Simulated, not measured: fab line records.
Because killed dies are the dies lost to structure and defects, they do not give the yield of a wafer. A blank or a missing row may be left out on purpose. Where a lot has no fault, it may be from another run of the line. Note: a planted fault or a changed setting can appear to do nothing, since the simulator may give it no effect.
A lot that was struck, set against a sound lot | flow rit-cmos | 18 out of 202 route steps
Sound: wafers L526.1, L526.4, L526.6. Struck: wafers L523.3, L523.4, L523.6. Last of all comes the cause.
Per side, at each step with rows, come the tool, then ch with its chambers, and then its first start. Under that, the readings that differ: sound wafers | struck wafers | difference of the means | sigmas: that difference in standard deviations of wafers without a fault.
alike: same words and numbers on both sides, and readings whose means sit less than 2 such deviations apart. not compared: any withheld reading, any reading some wafer has no value for, any bound like >300 that may hide the same value, and any number with overlapping values for which the record gives no deviation.
A row with sigmas, a row that says differs or no value, or rows on one side alone: a step with any of these is where the two part. Non-overlapping numbers with no deviation appear without sigmas and do not part them. A reading that every wafer of one side lacks parts them only if that side has two wafers or more.

first, 2 steps without rows for these wafers: RIT_ACTIVE_CLEAN_17 (cleans in SC2, time 600 s); RIT_FOX1_OXIDATION_00 (target thk 350.7 nm, ox time 1130 s).
RIT_FOX1_THK_MEAS_01:
  struck on film-metro-03, day 3 09:25; sound on film-metro-04, day 4 00:43
  reading             | sound       | struck      | difference | sigmas
  FOX1_OXIDE_THK (nm) | 342 339 335 | 364 368 368 | +28        | +3
then, 2 steps without rows for these wafers: RIT_FOX1_WET_ETCH_02 (etches SiO2 in BOE, target depth 350 nm, time 390 s); RIT_FOX2_OXIDATION_00 (target thk 350.7 nm, ox time 1130 s).
RIT_FOX2_THK_MEAS_01:
  struck on film-metro-01, day 3 10:55; sound on film-metro-03, day 4 02:13
  alike: FOX2_OXIDE_THK
then, 2 steps without rows for these wafers: RIT_FOX2_CLEAN_02 (cleans in dHF, time 176.3 s); RIT_FOX2_WET_ETCH_03 (etches Si3N4 in H3PO4, target depth 195 nm, time 2700 s).
RIT_FOX2_THK_MEAS_90:
  struck on film-metro-03, day 3 11:49; sound on film-metro-01, day 4 03:14
  alike: FIELD_OXIDE_LEFT_1_THK
then, 3 steps without rows for these wafers: RIT_NWELL_HMDS_00 (prime time 60 s); RIT_NWELL_COAT_01 (resist thk 1300 nm); RIT_NWELL_SOFTBAKE_02 (time 60 s).
RIT_NWELL_EXPOSE_03: exposes mask M2, target cd 43900 nm.
  sound on iline-stepper-01 ch 0, day 4 03:45; struck on iline-stepper-02 ch 0, day 3 12:28
  reading                       | sound                | struck            | difference | sigmas
  model.NWELL.overlay-x-nm (nm) | -0.106 -0.106 -0.106 | 6.518 6.518 6.518 | +6.624     |
  alike: mask
then, 2 steps without rows for these wafers: RIT_NWELL_PEB_04; RIT_NWELL_DEVELOP_05 (develop time 68 s).
RIT_NWELL_OVL_MEAS_06:
  struck on overlay-02, day 3 12:52; sound on overlay-02, day 4 04:11
  reading        | sound         | struck      | difference | sigmas
  NWELL_OVL (nm) | -1.2 0.9 -0.5 | 8.4 6.8 7.0 | +7.7       | +5
then, 1 step without rows for these wafers: RIT_NWELL_HARDBAKE_07 (time 120 s).
RIT_M1_PROBE_99:
  struck on prober-01, day 5 01:51; sound on prober-02, day 5 17:51
  alike: killed_at_M0_to_M3, killed-at-contacts, killed-at-front-end, killed-dies, killed-open, killed-short

WHERE THEY PART
At RIT_FOX1_THK_MEAS_01 first; at RIT_NWELL_OVL_MEAS_06 last (within this record only). Later steps at which nothing parts them and some readings are alike: RIT_M1_PROBE_99.

WHY: what had been put in by the simulator
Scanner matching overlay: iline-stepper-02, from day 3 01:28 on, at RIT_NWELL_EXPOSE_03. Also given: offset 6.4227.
